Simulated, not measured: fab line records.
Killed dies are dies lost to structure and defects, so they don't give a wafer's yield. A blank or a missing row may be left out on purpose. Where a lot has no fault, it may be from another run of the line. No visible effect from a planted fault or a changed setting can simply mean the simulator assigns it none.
Split-lot trial | flow berkeley cmos170 | 5 lots, 23 wafers read, on a route of 331 steps

== THE SPLIT ==
At UCB170_M2_SPUTTER_01 (material Al, target thk 900 nm, time 120 s), the setting power w was moved away from the recipe's 6000 W on 9 of the 23 wafers read, by -11.4% to +10.9%. This setting was run at the recipe's value on the other wafers.

== FROM THE SPLIT TO THE READING: what the file shows between them, 4 steps ==
- UCB170_M2_RS_MEAS_02: measures by four-point-probe
- UCB170_M2_THK_MEAS_03: measures by xrf
- UCB170_M2_DEVELOP_14: develop time 45 s (also split here: develop time s)
- UCB170_M2_ETCH_17: etches BARC in N2/H2

== THE READING ==
oes product au, in a.u., at UCB170_M2_METAL_ETCH_18 (etches Al in Cl2/BCl3, stops on SiO2, target depth 1170 nm, time 195 s). A value of 0.855 a.u. with a standard deviation of 0.0072 a.u. is what fault-free wafers of this fab line usually give.

wafer  | tool, chamber at the split | power w as run, W | against the recipe | oes product au, a.u. | against lot-mates on the recipe
L074.1 | pvd sputter-03, -          | 6000              | recipe             | 0.843                | -
L074.2 | pvd sputter-03, -          | 5566              | -7.2%              | 0.818                | -0.031
L074.3 | pvd sputter-03, -          | 6000              | recipe             | 0.850                | -
L074.4 | pvd sputter-03, -          | 6000              | recipe             | 0.854                | -
L074.5 | pvd sputter-03, -          | 5566              | -7.2%              | 0.813                | -0.036
L076.1 | pvd sputter-01, -          | 6000              | recipe             | 0.865                | -
L076.3 | pvd sputter-01, -          | 6000              | recipe             | 0.844                | -
L076.4 | pvd sputter-01, -          | 5314              | -11.4%             | 0.805                | -0.052
L076.5 | pvd sputter-01, -          | 6000              | recipe             | 0.863                | -
L076.6 | pvd sputter-01, -          | 5314              | -11.4%             | 0.792                | -0.065
L077.1 | pvd sputter-01, -          | 6000              | recipe             | 0.865                | -
L077.2 | pvd sputter-01, -          | 6308              | +5.1%              | 0.888                | +0.025
L077.3 | pvd sputter-01, -          | 6000              | recipe             | 0.865                | -
L077.4 | pvd sputter-01, -          | 6000              | recipe             | 0.858                | -
L077.5 | pvd sputter-01, -          | 6308              | +5.1%              | 0.889                | +0.026
L079.2 | pvd sputter-01, -          | 6000              | recipe             | 0.849                | -
L079.4 | pvd sputter-01, -          | 6000              | recipe             | 0.857                | -
L079.5 | pvd sputter-01, -          | 6000              | recipe             | 0.862                | -
L080.1 | pvd sputter-04, -          | 6652              | +10.9%             | 0.904                | +0.051
L080.2 | pvd sputter-04, -          | 6000              | recipe             | 0.856                | -
L080.3 | pvd sputter-04, -          | 6652              | +10.9%             | 0.899                | +0.046
L080.5 | pvd sputter-04, -          | 6652              | +10.9%             | 0.898                | +0.045
L080.6 | pvd sputter-04, -          | 6000              | recipe             | 0.851                | -

FIT RESULTS
A straight line over all 23 wafers: oes product au changes by +0.00477 a.u. for each +1% of power w; r = +0.97; the points scatter about the line by 0.0077 a.u.
The same after taking each lot's own level away (the mean of its wafers on the recipe; 23 wafers): +0.00469 a.u. for each +1%; r = +0.98; scatter 0.0057 a.u.
On that fit, the largest move of power w shifts the reading by 0.054 a.u.
The lots' own levels span 0.8490 to 0.8627 a.u., that is 1.9 times the standard deviation above.
The two slopes are in agreement: the lot-to-lot level therefore moves the slope only a little.
Check: for one of the wafers moved furthest among these (-11.4%), held out of the fit, the line's prediction against its lot-mates is -0.055 a.u. It came out at -0.0523 a.u. against them.

== THE OTHER SPLITS THESE WAFERS WENT THROUGH ==
Other splits were also applied to these wafers ahead of the reading. Each is held against what the fit with the lots' levels taken away leaves over:
other split on the same wafers      | wafers away from the commonest value | r with oes product au (lot level and that fit taken away)
UCB170_BACKSIDE_COAT_01 spin rpm    | 8                                    | +0.10
UCB170_SILICIDE_SPUTTER_01 power w  | 7                                    | -0.14
UCB170_CONTACT_EXPOSE_12 dose mj    | 7                                    | -0.21
UCB170_M1_COAT_04 spin rpm          | 8                                    | -0.04
UCB170_V1_CVD_00 rf w               | 9                                    | -0.13
UCB170_M2_DEVELOP_14 develop time s | 11                                   | +0.05

== THE WHOLE CHAIN: every reading that the file lists as answering this split, in the file's order ==
step                    | what it does                                                           | reading                                                                     | change (the file's fit)                   | r (the file's)
UCB170_M2_SPUTTER_01    | material Al, target thk 900 nm, time 120 s                             | Al_of_M2_SPUTTER_01.thk nm (the simulator's own value, which no gauge read) | +9.37 nm for each +1% of the setting      | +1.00
UCB170_M2_RS_MEAS_02    | measures by four-point-probe                                           | M2_AL_RS                                                                    | -0.000351 for each +1% of the setting     | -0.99
UCB170_M2_THK_MEAS_03   | measures by xrf                                                        | M2_AL_THK                                                                   | +9.54 for each +1% of the setting         | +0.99
UCB170_M2_METAL_ETCH_18 | etches Al in Cl2/BCl3, stops on SiO2, target depth 1170 nm, time 195 s | oes product au                                                              | +0.00475 a.u. for each +1% of the setting | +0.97

== FILE'S OWN FIT ==
oes product au changes by +0.00475 a.u. for each +1% of power w, r = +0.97.
